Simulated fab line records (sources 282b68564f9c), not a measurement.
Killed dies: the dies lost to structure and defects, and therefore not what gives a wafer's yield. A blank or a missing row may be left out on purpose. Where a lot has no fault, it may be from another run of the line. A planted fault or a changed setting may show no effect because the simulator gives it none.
Which tool did it? || flow rit-cmos || 13 lots with 39 wafers sampled at 3 steps, on a route of 202 steps

== WHAT THE GAUGES READ, wafer by wafer ==
RIT_SILICIDE_RS_MEAS_02: a four-point-probe measurement. Usual: SILICIDE_TI_RS 47.9 ohm/sq, standard deviation 0.69.
{"lot": "L858", "measured": "day 3 02:22", "on": "film-metro-01", "SILICIDE_TI_RS (ohm/sq)": "48.0 47.9 48.9", "flag": ""}
{"lot": "L859", "measured": "day 3 08:32", "on": "film-metro-04", "SILICIDE_TI_RS (ohm/sq)": "47.9 47.9 48.1", "flag": ""}
{"lot": "L860", "measured": "day 3 12:39", "on": "film-metro-02", "SILICIDE_TI_RS (ohm/sq)": "48.4 48.3 48.9", "flag": ""}
{"lot": "L861", "measured": "day 3 16:43", "on": "film-metro-02", "SILICIDE_TI_RS (ohm/sq)": "47.8 48.2 47.6", "flag": ""}
{"lot": "L862", "measured": "day 3 23:28", "on": "film-metro-04", "SILICIDE_TI_RS (ohm/sq)": "47.7 47.6 48.9", "flag": ""}
{"lot": "L866", "measured": "day 4 23:20", "on": "film-metro-02", "SILICIDE_TI_RS (ohm/sq)": "47.1 47.1 46.8", "flag": ""}
{"lot": "L868", "measured": "day 5 11:08", "on": "film-metro-02", "SILICIDE_TI_RS (ohm/sq)": "48.7 93.1 47.9", "flag": "OFF"}
{"lot": "L873", "measured": "day 6 09:27", "on": "film-metro-02", "SILICIDE_TI_RS (ohm/sq)": "48.1 48.3 48.0", "flag": ""}
{"lot": "L875", "measured": "day 6 20:19", "on": "film-metro-02", "SILICIDE_TI_RS (ohm/sq)": "48.4 48.3 48.9", "flag": ""}
{"lot": "L877", "measured": "day 7 03:56", "on": "film-metro-01", "SILICIDE_TI_RS (ohm/sq)": "46.5 46.7 46.8", "flag": ""}
{"lot": "L879", "measured": "day 7 14:17", "on": "film-metro-02", "SILICIDE_TI_RS (ohm/sq)": "47.8 47.9 48.6", "flag": ""}
{"lot": "L880", "measured": "day 7 20:46", "on": "film-metro-02", "SILICIDE_TI_RS (ohm/sq)": "47.0 47.3 46.9", "flag": ""}
{"lot": "L881", "measured": "day 8 02:29", "on": "film-metro-01", "SILICIDE_TI_RS (ohm/sq)": "47.3 46.8 47.0", "flag": ""}

RIT_SILICIDE_THK_MEAS_03: measures by xrf. Usual: SILICIDE_TI_THK 30.5 nm, standard deviation 0.38.
{"lot": "L858", "measured": "day 3 02:28", "on": "film-metro-01", "SILICIDE_TI_THK (nm)": "30.5 30.6 30.0", "flag": ""}
{"lot": "L859", "measured": "day 3 08:38", "on": "film-metro-04", "SILICIDE_TI_THK (nm)": "30.5 30.5 30.4", "flag": ""}
{"lot": "L860", "measured": "day 3 12:46", "on": "film-metro-02", "SILICIDE_TI_THK (nm)": "30.2 30.4 30.0", "flag": ""}
{"lot": "L861", "measured": "day 3 16:50", "on": "film-metro-02", "SILICIDE_TI_THK (nm)": "30.7 30.4 30.6", "flag": ""}
{"lot": "L862", "measured": "day 3 23:35", "on": "film-metro-04", "SILICIDE_TI_THK (nm)": "30.7 30.7 30.1", "flag": ""}
{"lot": "L866", "measured": "day 4 23:27", "on": "film-metro-02", "SILICIDE_TI_THK (nm)": "31.0 31.0 31.2", "flag": ""}
{"lot": "L868", "measured": "day 5 11:14", "on": "film-metro-02", "SILICIDE_TI_THK (nm)": "30.2 18.1 30.7", "flag": "OFF"}
{"lot": "L873", "measured": "day 6 09:34", "on": "film-metro-02", "SILICIDE_TI_THK (nm)": "30.2 30.2 30.4", "flag": ""}
{"lot": "L875", "measured": "day 6 20:25", "on": "film-metro-02", "SILICIDE_TI_THK (nm)": "30.1 30.3 29.9", "flag": ""}
{"lot": "L877", "measured": "day 7 04:03", "on": "film-metro-01", "SILICIDE_TI_THK (nm)": "31.1 31.0 31.0", "flag": ""}
{"lot": "L879", "measured": "day 7 14:23", "on": "film-metro-02", "SILICIDE_TI_THK (nm)": "30.7 30.6 30.2", "flag": ""}
{"lot": "L880", "measured": "day 7 20:53", "on": "film-metro-02", "SILICIDE_TI_THK (nm)": "30.9 30.9 31.1", "flag": ""}
{"lot": "L881", "measured": "day 8 02:36", "on": "film-metro-01", "SILICIDE_TI_THK (nm)": "30.6 30.7 30.8", "flag": ""}

== EACH LOT AND THE TOOL THAT RAN IT (in order: tool; ch and the chambers of the sampled wafers; start) ==
{"lot": "L858", "RIT_SILICIDE_SPUTTER_01": "pvd-sputter-04, day 3 02:10"}
{"lot": "L859", "RIT_SILICIDE_SPUTTER_01": "pvd-sputter-01, day 3 08:22"}
{"lot": "L860", "RIT_SILICIDE_SPUTTER_01": "pvd-sputter-04, day 3 12:29"}
{"lot": "L861", "RIT_SILICIDE_SPUTTER_01": "pvd-sputter-01, day 3 16:34"}
{"lot": "L862", "RIT_SILICIDE_SPUTTER_01": "pvd-sputter-04, day 3 23:19"}
{"lot": "L866", "RIT_SILICIDE_SPUTTER_01": "pvd-sputter-03, day 4 23:11"}
{"lot": "L868", "RIT_SILICIDE_SPUTTER_01": "pvd-sputter-04, day 5 10:58"}
{"lot": "L873", "RIT_SILICIDE_SPUTTER_01": "pvd-sputter-03, day 6 09:18"}
{"lot": "L875", "RIT_SILICIDE_SPUTTER_01": "pvd-sputter-01, day 6 20:08"}
{"lot": "L877", "RIT_SILICIDE_SPUTTER_01": "pvd-sputter-03, day 7 03:47"}
{"lot": "L879", "RIT_SILICIDE_SPUTTER_01": "pvd-sputter-03, day 7 14:07"}
{"lot": "L880", "RIT_SILICIDE_SPUTTER_01": "pvd-sputter-04, day 7 20:37"}
{"lot": "L881", "RIT_SILICIDE_SPUTTER_01": "pvd-sputter-03, day 8 02:20"}
- RIT_SILICIDE_SPUTTER_01: material Ti, target thk 30 nm, time 240 s.

== WHAT THE TOOLS THEMSELVES READ (means of the sampled wafers that have a number; where no wafer has one, the mark that the record gives instead) ==
RIT_SILICIDE_SPUTTER_01. Usual: 29.6 % for throttle-valve-pct, sd 1.2.
{"lot": "L858", "tool": "pvd-sputter-04", "throttle-valve-pct (%)": 28.7, "flag": ""}
{"lot": "L859", "tool": "pvd-sputter-01", "throttle-valve-pct (%)": 29.1, "flag": ""}
{"lot": "L860", "tool": "pvd-sputter-04", "throttle-valve-pct (%)": 29.8, "flag": ""}
{"lot": "L861", "tool": "pvd-sputter-01", "throttle-valve-pct (%)": 29.3, "flag": ""}
{"lot": "L862", "tool": "pvd-sputter-04", "throttle-valve-pct (%)": 28.3, "flag": ""}
{"lot": "L866", "tool": "pvd-sputter-03", "throttle-valve-pct (%)": 30.8, "flag": ""}
{"lot": "L868", "tool": "pvd-sputter-04", "throttle-valve-pct (%)": 28.8, "flag": ""}
{"lot": "L873", "tool": "pvd-sputter-03", "throttle-valve-pct (%)": 30.4, "flag": ""}
{"lot": "L875", "tool": "pvd-sputter-01", "throttle-valve-pct (%)": 29.3, "flag": ""}
{"lot": "L877", "tool": "pvd-sputter-03", "throttle-valve-pct (%)": 30.8, "flag": ""}
{"lot": "L879", "tool": "pvd-sputter-03", "throttle-valve-pct (%)": 30.4, "flag": ""}
{"lot": "L880", "tool": "pvd-sputter-04", "throttle-valve-pct (%)": 29.3, "flag": ""}
{"lot": "L881", "tool": "pvd-sputter-03", "throttle-valve-pct (%)": 30.4, "flag": ""}

== THE ANSWER, worked out from the rows above alone ==
Rule: a lot is off if the mean of its wafers that have a number lies more than 3 standard deviations from the usual mean. Also off: a lot with no number at a reading for which 4 or more lots have one. All remaining lots with rows at the step are treated as sound. The gauges are gone through in route order, then the tools' own readings, and for those a lot's mean is taken as printed above. The first step at which some lot is off is used, and at that step the reading that is off furthest; a lot without a number counts as furthest.
Off: L868, seen at RIT_SILICIDE_RS_MEAS_02 (SILICIDE_TI_RS).
A tool fits if, at a process step before that reading, it ran every lot that is off, and no sound lot after the first of them. Those tools and the gauges at RIT_SILICIDE_RS_MEAS_02 are tried in the same way. None of those tried fits.

== WHAT THE SIMULATOR HAD PUT IN ==
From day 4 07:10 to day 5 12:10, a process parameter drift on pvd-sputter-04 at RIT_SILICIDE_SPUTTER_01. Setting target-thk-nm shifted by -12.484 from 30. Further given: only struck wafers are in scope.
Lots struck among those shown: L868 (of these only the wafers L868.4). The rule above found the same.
